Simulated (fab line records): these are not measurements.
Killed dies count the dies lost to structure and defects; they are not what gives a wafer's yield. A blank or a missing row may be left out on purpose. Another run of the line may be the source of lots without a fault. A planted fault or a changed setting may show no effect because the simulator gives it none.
Which tool is to blame? ; flow ritCmos ; 45 wafers from 15 lots sampled at 4 of the route's 202 steps

WHAT THE GAUGES READ, wafer by wafer
RIT_FOX2_THK_MEAS_01.
lot;measured;on;FOX2_OXIDE_THK (nm)
L276;day 1 21:02;filmMetro-04;347 349 351
L277;day 2 04:37;filmMetro-02;339 348 345
L278;day 2 08:07;filmMetro-04;335 336 343
L280;day 2 15:35;filmMetro-04;341 344 339
L281;day 2 21:46;filmMetro-02;350 352 353
L282;day 3 00:34;filmMetro-04;348 350 354
L284;day 3 15:08;filmMetro-03;353 348 347
L285;day 4 00:36;filmMetro-04;371 371 368
L286;day 4 00:35;filmMetro-02;362 369 370
L288;day 4 08:38;filmMetro-03;352 348 351
L289;day 4 12:32;filmMetro-04;374 376 372
L292;day 5 02:59;filmMetro-03;348 348 345
L293;day 5 11:25;filmMetro-04;359 356 349
L294;day 5 14:14;filmMetro-04;343 341 340
L295;day 5 18:17;filmMetro-02;347 349 349

RIT_FOX2_THK_MEAS_90.
lot;measured;on;FIELD_OXIDE_LEFT_1_THK (nm)
L276;day 1 21:55;filmMetro-04;319 321 323
L277;day 2 05:30;filmMetro-03;311 321 317
L278;day 2 08:59;filmMetro-04;307 308 315
L280;day 2 16:28;filmMetro-03;314 317 311
L281;day 2 22:38;filmMetro-03;322 324 325
L282;day 3 01:27;filmMetro-04;321 323 327
L284;day 3 16:01;filmMetro-02;325 320 320
L285;day 4 01:33;filmMetro-04;344 344 340
L286;day 4 01:32;filmMetro-03;335 341 343
L288;day 4 09:35;filmMetro-02;325 321 324
L289;day 4 13:25;filmMetro-04;346 349 345
L292;day 5 03:52;filmMetro-04;320 321 318
L293;day 5 12:22;filmMetro-02;331 328 321
L294;day 5 15:15;filmMetro-04;316 314 313
L295;day 5 19:14;filmMetro-02;320 321 322

RIT_FOX2_THK_MEAS_91.
lot;measured;on;FIELD_OXIDE_LEFT_2_THK (nm)
L276;day 2 10:46;filmMetro-03;251 253 254
L277;day 2 18:19;filmMetro-02;242 252 249
L278;day 2 22:30;filmMetro-04;239 241 247
L280;day 3 05:41;filmMetro-04;246 249 243
L281;day 3 11:11;filmMetro-03;255 257 257
L282;day 3 13:51;filmMetro-03;253 254 260
L284;day 4 07:37;filmMetro-04;257 253 251
L285;day 4 15:16;filmMetro-03;277 277 274
L286;day 4 14:36;filmMetro-02;267 274 275
L288;day 4 21:50;filmMetro-02;257 253 256
L289;day 5 03:05;filmMetro-04;277 280 276
L292;day 5 18:44;filmMetro-04;251 252 249
L293;day 6 01:08;filmMetro-02;262 258 252
L294;day 6 04:07;filmMetro-04;248 245 244
L295;day 6 08:31;filmMetro-02;251 253 253

WHICH TOOL RAN EACH LOT (tool, then ch and the chambers of the sampled wafers, then the start)
lot;RIT_FOX2_OXIDATION_00
L276;furnace-03 ch 0, day 1 19:43
L277;furnace-04 ch 0, day 2 03:18
L278;furnace-03 ch 0, day 2 06:48
L280;furnace-03 ch 0, day 2 14:17
L281;furnace-04 ch 0, day 2 20:26
L282;furnace-01 ch 0, day 2 23:15
L284;furnace-03 ch 0, day 3 13:48
L285;furnace-03 ch 0, day 3 23:16
L286;furnace-03 ch 0, day 3 23:16
L288;furnace-01 ch 0, day 4 07:19
L289;furnace-03 ch 0, day 4 11:12
L292;furnace-04 ch 0, day 5 01:40
L293;furnace-01 ch 0, day 5 10:05
L294;furnace-01 ch 0, day 5 12:55
L295;furnace-04 ch 0, day 5 16:58
- RIT_FOX2_OXIDATION_00: target thk 350.7 nm, ox time 1130 s.

WHAT THE TOOLS THEMSELVES READ (means of the sampled wafers that have a number; where no wafer has one, the mark that the record gives instead)
RIT_FOX2_OXIDATION_00.
lot;tool;spikeTcCentreC (C);spikeTcLoadC (C);spikeTcSourceC (C);tubeCenterTempC (C);tube_center_temp_C_max;zonePowerCentrePct (%)
L276;furnace-03;1101.3;1130.2;1128.7;1100;1102.4;54.6
L277;furnace-04;1100.7;1126.8;1123.6;1100;1103.1;48.0
L278;furnace-03;1102.1;1132.0;1128.5;1100;1102.8;54.3
L280;furnace-03;1100.8;1131.7;1128.5;1100;1102.6;55.0
L281;furnace-04;1102.0;1127.5;1124.2;1100;1103.0;48.3
L282;furnace-01;1102.9;1130.4;1128.4;1100;1103.3;49.1
L284;furnace-03;1101.6;1131.8;1128.7;1100;1102.7;54.5
L285;furnace-03;1116.5;1146.1;1144.1;1115;1117.9;55.5
L286;furnace-03;1117.6;1146.1;1143.6;1115;1117.4;56.4
L288;furnace-01;1101.7;1131.2;1127.9;1100;1102.8;49.6
L289;furnace-03;1116.2;1146.5;1144.2;1115;1117.9;55.2
L292;furnace-04;1102.0;1126.4;1123.3;1100;1102.6;48.0
L293;furnace-01;1101.2;1130.9;1128.2;1100;1103.1;49.4
L294;furnace-01;1101.7;1130.3;1127.0;1100;1102.3;48.7
L295;furnace-04;1101.2;1127.1;1123.9;1100;1102.5;48.1

THE ANSWER, worked out from the rows above alone
Rule: usual is defined by the lots themselves. Put in order of their means at a reading, lots are off if they are a third of the lots or fewer, leave a main group of 4 or more, and stand apart from it by a gap of 3 or more times the standard deviation of the main group's means; of several such gaps the widest counts. A main group is skipped when, at the precision printed for the reading in the tables above, its means are all equal. Also off: a lot with no number at a reading for which 4 or more lots have one. Any other lot the step has rows for is counted as sound. After the gauges, taken in route order, come the tools' own readings; for these a lot's mean is taken, as printed above. The first step at which some lot is off is used, and at that step the reading that is off furthest; a lot without a number counts as furthest.
Off: L285, L286, L289, seen at RIT_FOX2_THK_MEAS_91 (FIELD_OXIDE_LEFT_2_THK). The main group: mean 251 nm, standard deviation 4.6.
If a tool, at a process step before that reading, ran all the lots that are off and no sound lot after the first of them, it fits. The gauges at RIT_FOX2_THK_MEAS_91 aren't tried: what is off there is off at RIT_FOX2_OXIDATION_00 too, on other tools, and a gauge's error can't cause that. One candidate fits, namely furnace-03 at RIT_FOX2_OXIDATION_00. Its last sound lot is L284 (day 3 13:48), its first lot that is off L285 (day 3 23:16): a fault that began between those two fits.
The tool's own readings at RIT_FOX2_OXIDATION_00 bear it out: on the lots that are off they differ by more than 5 times the standard deviation of the sound lots' means. spikeTcCentreC reads 1116.8 C there against 1101.6 C on the sound lots; spikeTcLoadC reads 1146.2 C there against 1129.7 C on the sound lots; spikeTcSourceC reads 1144.0 C there against 1126.7 C on the sound lots; tubeCenterTempC reads 1115 C there against 1100 C on the sound lots; tube_center_temp_C_max reads 1117.7 there against 1102.8 on the sound lots.

WHAT HAD BEEN PUT IN BY THE SIMULATOR
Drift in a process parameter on furnace-03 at RIT_FOX2_OXIDATION_00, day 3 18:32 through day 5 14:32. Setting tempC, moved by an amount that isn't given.
Shown lots that were struck: L286, L285, L289. This agrees with what the rule above found.
